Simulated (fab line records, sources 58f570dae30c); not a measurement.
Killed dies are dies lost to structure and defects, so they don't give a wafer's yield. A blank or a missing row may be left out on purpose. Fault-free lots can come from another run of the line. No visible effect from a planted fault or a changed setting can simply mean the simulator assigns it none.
fab line records -- flow berkeley_cmos170
record: lots: 16, wafers: 48, last_day: 13
route steps=331 shown CONTACT@228
lots untouched by any fault: they come from a run of this same line in which no faults occurred
start_h: hours from the record's first day to the start of the lot's first wafer shown -- wait_h: hours elapsed since this lot's preceding step -- " same as the row above -- L1.1+2: a row that stands for several wafers -- - either no value or no given start -- * or withheld: withheld -- < > ~ a bound
route shown NAME@n: NAME is a module with steps in the file, n the number in the route of the first one -- usual: mean/standard deviation of fault-free wafers -- same: alike in all rows -- chamber/n: place in a boat -- sites: per-site readings -- _std_site: standard deviation across them -- _edge_site: mean of outer sites minus mean of inner sites -- radius_mm: how far each site lies from the wafer's centre -- mask NAME#n: copy n -- behind: the last tool/chamber to shape the wafer -- hold: what put the lot on hold/how long, in hours/how the hold closed -- device: the n, p or np transistor that did not switch -- end of line: tests run on the same wafers once the route is complete -- where a step has no rows: the recipe by itself -- killed: the dies lost at the first sort to structure and to defects; this is not the yield of the wafer -- map: per-die view of a wafer (x killed, . not killed, _ where there is no die)
set.NAME: the setting that was run; set.NAME@STEP: the one run at that earlier step -- model.NAME: the simulator's own value behind a step, which no gauge read
a sample of lots followed through the steps of the route, with each step as a table and each wafer as a row
services: when a tool's chamber went out of use (start_h, in hours from the record's first day, below 0 if earlier), for how many hours, and the reason
== steps ==
step: UCB170_CONTACT_EXPOSE_12
recipe: mask_id: CONT, target_cd_nm: 700, na: 0.5, sigma_outer: 0.6, source_shape: conventional, dose_mj: 35
usual: exposure_dose_mJ_cm2: 34.891/0.029
same: na: 0.5
lot.wafer,tool,chamber,start_h,wait_h,mask,exposure_dose_mJ_cm2
L498.1,krf_scanner-02,0,174.63,-,CONT#0,34.896
L498.5,krf_scanner-02,0,174.63,-,CONT#0,34.841
L498.6,krf_scanner-02,0,174.63,-,CONT#0,34.962
L499.1,krf_scanner-01,0,175.20,-,CONT#0,34.890
L499.4,krf_scanner-01,0,175.20,-,CONT#0,34.883
L499.5,krf_scanner-01,0,175.20,-,CONT#0,34.859
L501.1,krf_scanner-02,0,182.75,-,CONT#0,34.915
L501.2,krf_scanner-02,0,182.75,-,CONT#0,34.911
L501.3,krf_scanner-02,0,182.75,-,CONT#0,34.918
L502.1,krf_scanner-02,0,183.35,-,CONT#0,34.872
L502.4,krf_scanner-02,0,183.35,-,CONT#0,34.900
L502.6,krf_scanner-02,0,183.35,-,CONT#0,34.903
L505.1,krf_scanner-02,0,202.14,-,CONT#0,34.879
L505.3,krf_scanner-02,0,202.14,-,CONT#0,34.897
L505.4,krf_scanner-02,0,202.14,-,CONT#0,34.911
L506.1,krf_scanner-01,0,211.00,-,CONT#0,34.919
L506.2,krf_scanner-01,0,211.00,-,CONT#0,34.905
L506.5,krf_scanner-01,0,211.00,-,CONT#0,34.864
L508.2,krf_scanner-01,0,211.14,-,CONT#0,34.852
L508.3,krf_scanner-01,0,211.14,-,CONT#0,34.880
L508.4,krf_scanner-01,0,211.14,-,CONT#0,34.880
L509.2,krf_scanner-01,0,212.79,-,CONT#0,34.898
L509.5,krf_scanner-01,0,212.79,-,CONT#0,34.910
L509.6,krf_scanner-01,0,212.79,-,CONT#0,34.908
L507.2,krf_scanner-01,0,213.04,-,CONT#0,34.888
L507.3,krf_scanner-01,0,213.04,-,CONT#0,34.826
L507.5,krf_scanner-01,0,213.04,-,CONT#0,34.849
L514.2,krf_scanner-02,0,246.74,-,CONT#0,34.948
L514.4,krf_scanner-02,0,246.74,-,CONT#0,34.920
L514.5,krf_scanner-02,0,246.74,-,CONT#0,34.939
L511.1,krf_scanner-02,0,247.04,-,CONT#0,34.901
L511.2,krf_scanner-02,0,247.04,-,CONT#0,34.932
L511.6,krf_scanner-02,0,247.04,-,CONT#0,34.885
L516.3,krf_scanner-02,0,260.42,-,CONT#0,34.869
L516.4,krf_scanner-02,0,260.42,-,CONT#0,34.876
L516.6,krf_scanner-02,0,260.42,-,CONT#0,34.897
L515.1,krf_scanner-02,0,260.71,-,CONT#0,34.890
L515.3,krf_scanner-02,0,260.71,-,CONT#0,34.925
L515.4,krf_scanner-02,0,260.71,-,CONT#0,34.883
L517.2,krf_scanner-02,0,260.85,-,CONT#0,34.870
L517.4,krf_scanner-02,0,260.85,-,CONT#0,34.882
L517.5,krf_scanner-02,0,260.85,-,CONT#0,34.935
L519.1,krf_scanner-02,0,277.67,-,CONT#0,34.811
L519.2,krf_scanner-02,0,277.67,-,CONT#0,34.859
L519.3,krf_scanner-02,0,277.67,-,CONT#0,34.862
L520.1,krf_scanner-02,0,291.53,-,CONT#0,34.873
L520.4,krf_scanner-02,0,291.53,-,CONT#0,34.903
L520.5,krf_scanner-02,0,291.53,-,CONT#0,34.875
step: UCB170_CONTACT_OVL_MEAS_16
usual: CONTACT_OVL: 2/5.5
lot.wafer,tool,chamber,start_h,wait_h,CONTACT_OVL[nm]
L498.1,overlay-02,-,175.14,0.1,1
L498.5,overlay-02,-,175.14,0.1,-1
L498.6,overlay-02,-,175.14,0.1,1
L499.1,overlay-02,-,175.92,0.1,2
L499.4,overlay-02,-,175.92,0.1,4
L499.5,overlay-02,-,175.92,0.1,6
L501.1,overlay-02,-,183.46,0.1,-3
L501.2,overlay-02,-,183.46,0.1,4
L501.3,overlay-02,-,183.46,0.1,0
L502.1,overlay-01,-,184.02,0.1,0
L502.4,overlay-01,-,184.02,0.1,2
L502.6,overlay-01,-,184.02,0.1,4
L505.1,overlay-02,-,202.90,0.1,15
L505.3,overlay-02,-,202.90,0.1,13
L505.4,overlay-02,-,202.90,0.1,8
L506.1,overlay-01,-,211.51,0.1,217
L506.2,overlay-01,-,211.51,0.1,211
L506.5,overlay-01,-,211.51,0.1,216
L508.2,overlay-02,-,211.68,0.1,225
L508.3,overlay-02,-,211.68,0.1,219
L508.4,overlay-02,-,211.68,0.1,218
L509.2,overlay-02,-,213.43,0.1,219
L509.5,overlay-02,-,213.43,0.1,226
L509.6,overlay-02,-,213.43,0.1,222
L507.2,overlay-02,-,213.65,0.1,223
L507.3,overlay-02,-,213.65,0.1,218
L507.5,overlay-02,-,213.65,0.1,216
L514.2,overlay-01,-,247.23,0.1,2
L514.4,overlay-01,-,247.23,0.1,-3
L514.5,overlay-01,-,247.23,0.1,-4
L511.1,overlay-01,-,247.55,0.1,8
L511.2,overlay-01,-,247.55,0.1,7
L511.6,overlay-01,-,247.55,0.1,3
L516.3,overlay-01,-,261.21,0.1,4
L516.4,overlay-01,-,261.21,0.1,0
L516.6,overlay-01,-,261.21,0.1,0
L515.1,overlay-02,-,261.38,0.1,4
L515.3,overlay-02,-,261.38,0.1,-5
L515.4,overlay-02,-,261.38,0.1,-1
L517.2,overlay-01,-,261.93,0.1,-4
L517.4,overlay-01,-,261.93,0.1,-4
L517.5,overlay-01,-,261.93,0.1,-5
L519.1,overlay-02,-,278.53,0.1,3
L519.2,overlay-02,-,278.53,0.1,0
L519.3,overlay-02,-,278.53,0.1,1
L520.1,overlay-02,-,292.04,0.1,-5
L520.4,overlay-02,-,292.04,0.1,0
L520.5,overlay-02,-,292.04,0.1,-3
== services ==
tool,chamber,start_h,hours,kind
krf_scanner-01,-,182.78,1.7,repair
krf_scanner-02,-,200.80,0.6,repair
krf_scanner-02,-,210.04,5.0,repair
krf_scanner-01,-,256.96,1.1,repair
krf_scanner-01,-,262.62,4.0,pm
krf_scanner-02,-,266.64,1.3,pm
krf_scanner-02,-,282.20,1.0,pm
krf_scanner-01,-,284.56,1.3,pm
krf_scanner-01,-,290.23,1.0,pm
== key ==
first_sign: step: UCB170_CONTACT_OVL_MEAS_16, reading: CONTACT_OVL, direction: up, sigmas: 40, usual: 2, struck: 219
effect none on later readings
met_at UCB170_CONTACT_EXPOSE_12
struck_lots L506,L507,L508,L509
tester_left_out L506,L507,L508,L509
fault: kind: scanner_matching_overlay, tool: krf_scanner-01, chamber: -, onset_h: 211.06, steps: UCB170_CONTACT_EXPOSE_12, offset: 219.87
tester_left_out: of these lots the tester's yield and bins aren't shown, on N5 and GAA mostly nor the transistor test; their killed dies are dies lost to structure and defects alone, not to doping, threshold or leakage, so they don't give the yield
